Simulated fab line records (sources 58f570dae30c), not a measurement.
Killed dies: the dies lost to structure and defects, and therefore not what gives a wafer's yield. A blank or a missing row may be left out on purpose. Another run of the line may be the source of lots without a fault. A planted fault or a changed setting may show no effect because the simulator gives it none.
Comparing a struck lot with a sound one | flow berkeley_cmos170 | 43 out of 331 route steps
Sound: these wafers, L936.2, L936.5, L936.6. Wafers struck: L940.3, L940.4, L940.6. The cause comes at the end.
Per side, at each step with rows, come the tool, then ch with its chambers, and then its first start. Under that, the readings that differ: sound wafers | struck wafers | difference of the means | sigmas: that difference in standard deviations of wafers without a fault.
alike: readings whose means differ by less than 2 such deviations, and words and numbers that are the same on both sides. not compared: withheld readings, readings that some wafer has no value for, bounds like >300 that may hide the same value, and numbers for which the record gives no deviation and whose values overlap.
The two part at a step that has a row with sigmas, a row that says differs or no value, or rows on one side only. Numbers that have no deviation but don't overlap get no sigmas and don't part them. Lack of a reading on every wafer of one side parts them only where that side has two or more wafers.

first, 1 step without rows for these wafers: UCB170_GATE_ETCH_15 (etches poly-Si in HBr/Cl2, stops on SiO2, time 56.3 s, target depth 278.2 nm).
UCB170_GATE_STRIP_16: strips in O2.
  sound on plasma_asher-02 ch 0,1, day 8 07:58; struck on plasma_asher-02 ch 0,1, day 9 17:13
  alike: drypump_motor_current_A, oes_product_au
  not compared: rf_hours_counter_h
UCB170_GATE_CD_MEAS_90: the cd target is 350 nm.
  sound on cd_sem-01, day 8 08:05; struck on cd_sem-01, day 9 17:19
  alike: cd_nm
then, 7 steps without rows for these wafers: UCB170_GATE_CLEAN_17 (cleans in SPM, time 600 s); UCB170_PLDD_HMDS_00 (prime time 60 s); UCB170_PLDD_COAT_01 (resist thk 900 nm); UCB170_PLDD_SOFTBAKE_02 (time 60 s); UCB170_PLDD_EXPOSE_03 (exposes mask PSELECT, target cd 1200 nm); UCB170_PLDD_PEB_04; UCB170_PLDD_DEVELOP_05 (develop time 45 s).
UCB170_PLDD_CD_MEAS_06: the cd target is 1200 nm.
  sound on cd_sem-02, day 8 09:44; struck on cd_sem-01, day 9 19:14
  reading    | sound                | struck               | difference | sigmas
  cd_nm (nm) | 1203.6 1200.5 1201.1 | 1198.3 1197.2 1196.9 | -4.3       | -3
UCB170_PLDD_OVL_MEAS_07:
  sound on overlay-02, day 8 09:50; struck on overlay-01, day 9 19:20
  alike: PLDD_OVL
UCB170_PLDD_IMPLANT_08:
  sound on implanter-03 ch 0, day 8 09:53; struck on implanter-03 ch 0, day 9 19:25
  reading            | sound                     | struck                        | difference | sigmas
  beam_on_s (s)      | 10.36 9.78 9.83           | 12.07 11.78 12.06             | +1.98      | +10
  dose_ions_cm2      | 5.008e+13 5e+13 4.988e+13 | 8.358e+13 8.353e+13 8.361e+13 | +3.359e+13 | +99 or more
  faraday_current_uA | 153 162 161               | 219 226 220                   | +63        | +21
  alike: tilt_deg
after that, 1 step had no rows for these wafers: UCB170_PLDD_IMPLANT_09.
UCB170_PLDD_STRIP_10: strips in O2.
  sound on plasma_asher-02 ch 0,1, day 8 10:10; struck on plasma_asher-03 ch 0,1, day 9 19:41
  alike: drypump_motor_current_A, oes_product_au, strip_time_to_endpoint_s
  not compared: rf_hours_counter_h
UCB170_PLDD_TW_MEAS_11:
  sound on film_metro-01, day 8 10:17; struck on film_metro-02, day 9 20:00
  reading | sound          | struck         | difference | sigmas
  PLDD_TW | 1008 1011 1008 | 1110 1110 1109 | +101       | +19
  not compared: hold
then, 6 steps without rows for these wafers: UCB170_NLDD_HMDS_00 (prime time 60 s); UCB170_NLDD_COAT_01 (resist thk 900 nm); UCB170_NLDD_SOFTBAKE_02 (time 60 s); UCB170_NLDD_EXPOSE_03 (exposes mask NSELECT, target cd 1200 nm); UCB170_NLDD_PEB_04; UCB170_NLDD_DEVELOP_05 (develop time 45 s).
UCB170_NLDD_CD_MEAS_06: the cd target is 1200 nm.
  sound on cd_sem-01, day 8 12:02; struck on cd_sem-02, day 10 02:08
  alike: cd_nm
UCB170_NLDD_OVL_MEAS_07:
  sound on overlay-01, day 8 12:08; struck on overlay-01, day 10 02:14
  alike: NLDD_OVL
then, 2 steps without rows for these wafers: UCB170_NLDD_IMPLANT_08; UCB170_NLDD_IMPLANT_09.
UCB170_NLDD_STRIP_10: strips in O2.
  sound on plasma_asher-02 ch 0,1, day 8 12:28; struck on plasma_asher-01 ch 0,1, day 10 02:35
  alike: drypump_motor_current_A, oes_product_au, strip_time_to_endpoint_s
  not compared: rf_hours_counter_h
UCB170_NLDD_TW_MEAS_11:
  sound on film_metro-01, day 8 12:34; struck on film_metro-01, day 10 02:41
  alike: NLDD_TW
then, 1 step without rows for these wafers: UCB170_NLDD_CLEAN_12 (cleans in SPM, time 600 s).
UCB170_SPACER_CVD_00: deposits SiO2 from TEOS/O2, target thk 376 nm, time 47 s.
  sound on pecvd-04 ch 0,1,2, day 8 12:50; struck on pecvd-03 ch 0,2, day 10 03:00
  alike: heater_power_w
UCB170_SPACER_THK_MEAS_01:
  sound on film_metro-01, day 8 12:53; struck on film_metro-01, day 10 03:04
  alike: SPACER_TEOS_THK
then, 1 step without rows for these wafers: UCB170_SPACER_ANNEAL_02 (time 1800 s).
UCB170_SPACER_ETCHBACK_03: etches SiO2 in CHF3/CF4/Ar, stops on Si, target depth 376 nm, time 100 s.
  sound on rie_diel-04 ch 0,2,3, day 8 15:02; struck on rie_diel-01 ch 1,3, day 10 04:36
  alike: drypump_motor_current_A, oes_product_au, throttle_valve_pct
  not compared: rf_hours_counter_h
then, 6 steps without rows for these wafers: UCB170_PSD_HMDS_00 (prime time 60 s); UCB170_PSD_COAT_01 (resist thk 900 nm); UCB170_PSD_SOFTBAKE_02 (time 60 s); UCB170_PSD_EXPOSE_03 (exposes mask PSELECT MOD, target cd 1200 nm); UCB170_PSD_PEB_04; UCB170_PSD_DEVELOP_05 (develop time 45 s).
UCB170_PSD_CD_MEAS_06: the cd target is 1200 nm.
  sound on cd_sem-01, day 8 16:56; struck on cd_sem-02, day 10 05:34
  alike: cd_nm
UCB170_PSD_OVL_MEAS_07:
  sound on overlay-02, day 8 17:04; struck on overlay-02, day 10 05:40
  alike: PSD_OVL
UCB170_SDANNEAL_RS_MEAS_04: measures by four-point-probe.
  sound on film_metro-01, day 8 22:07; struck on film_metro-01, day 10 11:46
  reading          | sound                | struck            | difference | sigmas
  PLDD_RS (ohm/sq) | 1035.5 1031.5 1034.5 | 821.1 822.4 820.8 | -212.4     | -71
  not compared: hold
UCB170_M3_PROBE_99:
  the record holds rows for the sound wafers here (prober-01, day 10 05:03) but none for the struck ones

WHERE THEY PART
Last at UCB170_M3_PROBE_99 as far as this record goes, first at UCB170_PLDD_CD_MEAS_06.

WHY: what had been put in by the simulator
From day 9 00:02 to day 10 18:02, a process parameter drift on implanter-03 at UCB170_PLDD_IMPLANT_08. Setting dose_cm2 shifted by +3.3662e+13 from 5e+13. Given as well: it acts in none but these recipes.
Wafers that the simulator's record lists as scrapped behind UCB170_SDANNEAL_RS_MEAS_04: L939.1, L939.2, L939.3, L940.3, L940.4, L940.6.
